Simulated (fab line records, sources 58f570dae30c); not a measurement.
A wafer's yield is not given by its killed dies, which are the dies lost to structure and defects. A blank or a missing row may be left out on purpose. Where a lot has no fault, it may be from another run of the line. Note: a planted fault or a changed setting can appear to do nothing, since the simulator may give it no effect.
Which tool did it? + flow berkeley-cmos170 + 14 lots, 42 wafers sampled, at 2 steps of a route of 331

== WHAT THE GAUGES SHOWED, per wafer ==
Not one reading of a measure or inspect step in the record can be checked against a usual standard deviation.

== WHAT TOOL EACH LOT RAN ON (gives the tool, then ch and the chambers of the sampled wafers, and finally the start) ==
| lot  | UCB170_NSD_COAT_01                | UCB170_NSD_STRIP_09                  |
|------|-----------------------------------|--------------------------------------|
| L850 | litho-track-03 ch 0, day 8 09:23  | plasma-asher-03 ch 1, day 8 10:29    |
| L849 | litho-track-02 ch 0, day 8 09:37  | plasma-asher-01 ch 0,1, day 8 10:44  |
| L851 | litho-track-02 ch 0, day 8 17:30  | plasma-asher-03 ch 0,1, day 8 18:41  |
| L852 | litho-track-02 ch 0, day 8 17:59  | plasma-asher-01 ch 0,1, day 8 19:05  |
| L853 | litho-track-02 ch 0, day 9 18:50  | plasma-asher-01 ch 0,1, day 9 19:59  |
| L856 | litho-track-03 ch 0, day 9 19:05  | plasma-asher-01 ch 0,1, day 9 20:26  |
| L855 | litho-track-02 ch 0, day 9 19:20  | plasma-asher-03 ch 0,1, day 9 20:31  |
| L857 | litho-track-02 ch 0, day 10 06:14 | plasma-asher-04 ch 0,1, day 10 07:34 |
| L859 | litho-track-02 ch 0, day 10 23:08 | plasma-asher-04 ch 0,1, day 11 00:37 |
| L863 | litho-track-03 ch 0, day 11 11:37 | plasma-asher-04 ch 0,1, day 11 12:55 |
| L862 | litho-track-02 ch 0, day 11 11:52 | plasma-asher-03 ch 0,1, day 11 13:02 |
| L864 | litho-track-03 ch 0, day 11 12:04 | plasma-asher-01 ch 0,1, day 11 13:14 |
| L869 | litho-track-02 ch 0, day 13 02:17 | plasma-asher-01 ch 0,1, day 13 03:43 |
| L870 | litho-track-04 ch 0, day 13 09:32 | plasma-asher-03 ch 0,1, day 13 10:52 |
- UCB170_NSD_COAT_01: resist thk 900 nm.
- UCB170_NSD_STRIP_09: strips in O2.

== WHAT THE TOOLS THEMSELVES READ (means of the sampled wafers that have a number; where no wafer has one, the mark that the record gives instead) ==
UCB170_NSD_COAT_01. Usual: spin-speed-rpm at 1499.8 rpm, with a standard deviation of 1.1.
| lot  | tool           | spin-speed-rpm (rpm) | flag |
|------|----------------|----------------------|------|
| L850 | litho-track-03 | 1499.6               |      |
| L849 | litho-track-02 | 1500.1               |      |
| L851 | litho-track-02 | 1499.2               |      |
| L852 | litho-track-02 | 1500.9               |      |
| L853 | litho-track-02 | 1499.8               |      |
| L856 | litho-track-03 | 1499.1               |      |
| L855 | litho-track-02 | 1498.7               |      |
| L857 | litho-track-02 | 1499.7               |      |
| L859 | litho-track-02 | 1500.0               |      |
| L863 | litho-track-03 | 1358.8               | OFF  |
| L862 | litho-track-02 | 1500.4               |      |
| L864 | litho-track-03 | 1359.3               | OFF  |
| L869 | litho-track-02 | 1498.2               |      |
| L870 | litho-track-04 | 1499.9               |      |

UCB170_NSD_STRIP_09. Usual: drypump-motor-current-A 5.6 A, standard deviation 0.31; oes-product-au 0.532 a.u., standard deviation 0.0047; strip-time-to-endpoint-s 35.93 s, standard deviation 0.086.
| lot  | tool            | drypump-motor-current-A (A) | oes-product-au (a.u.) | strip-time-to-endpoint-s (s) | flag |
|------|-----------------|-----------------------------|-----------------------|------------------------------|------|
| L850 | plasma-asher-03 | 5.6                         | 0.532                 | 36.03                        |      |
| L849 | plasma-asher-01 | 5.8                         | 0.532                 | 36.07                        |      |
| L851 | plasma-asher-03 | 5.5                         | 0.529                 | 35.93                        |      |
| L852 | plasma-asher-01 | 5.6                         | 0.532                 | 35.91                        |      |
| L853 | plasma-asher-01 | 5.6                         | 0.531                 | 35.82                        |      |
| L856 | plasma-asher-01 | 5.6                         | 0.534                 | 35.84                        |      |
| L855 | plasma-asher-03 | 5.5                         | 0.531                 | 35.96                        |      |
| L857 | plasma-asher-04 | 5.8                         | 0.529                 | 35.94                        |      |
| L859 | plasma-asher-04 | 5.8                         | 0.533                 | 35.91                        |      |
| L863 | plasma-asher-04 | 5.6                         | 0.537                 | 37.06                        | OFF  |
| L862 | plasma-asher-03 | 5.5                         | 0.533                 | 35.90                        |      |
| L864 | plasma-asher-01 | 5.9                         | 0.540                 | 37.15                        | OFF  |
| L869 | plasma-asher-01 | 5.6                         | 0.536                 | 35.87                        |      |
| L870 | plasma-asher-03 | 5.5                         | 0.531                 | 35.90                        |      |

== THE ANSWER, worked out from the rows above alone ==
Rule: take the mean of a lot's wafers that have a number; if it is more than 3 standard deviations from the usual mean, the lot is off. A lot without any number at a reading at which 4 lots or more have one is off too. Where the step has rows for the other lots, those lots are counted as sound. The gauges are gone through in route order, then the tools' own readings, and for those a lot's mean is taken as printed above. The first step at which some lot is off is used, and at that step the reading that is off furthest; a lot without a number counts as furthest.
Off: L863, L864, at UCB170_NSD_COAT_01 (spin-speed-rpm).
A tool fits if, at that step or a process step before it, it ran every lot that is off, and no sound lot after the first of them. One fits: UCB170_NSD_COAT_01 on litho-track-03. Its last sound lot is L856 (day 9 19:05), its first lot that is off L863 (day 11 11:37): a fault that began between those two fits.
The tool's own readings at UCB170_NSD_COAT_01 bear it out: on the lots that are off they differ by more than 5 times the standard deviation of the sound lots' means. spin-speed-rpm reads 1359.0 rpm there against 1499.6 rpm on the sound lots.

== WHAT WAS PUT IN BY THE SIMULATOR ==
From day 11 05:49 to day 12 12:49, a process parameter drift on litho-track-03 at UCB170_NSD_COAT_01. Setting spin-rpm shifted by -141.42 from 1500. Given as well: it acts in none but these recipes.
Struck lots among those shown: L863, L864. Same finding as the rule above.
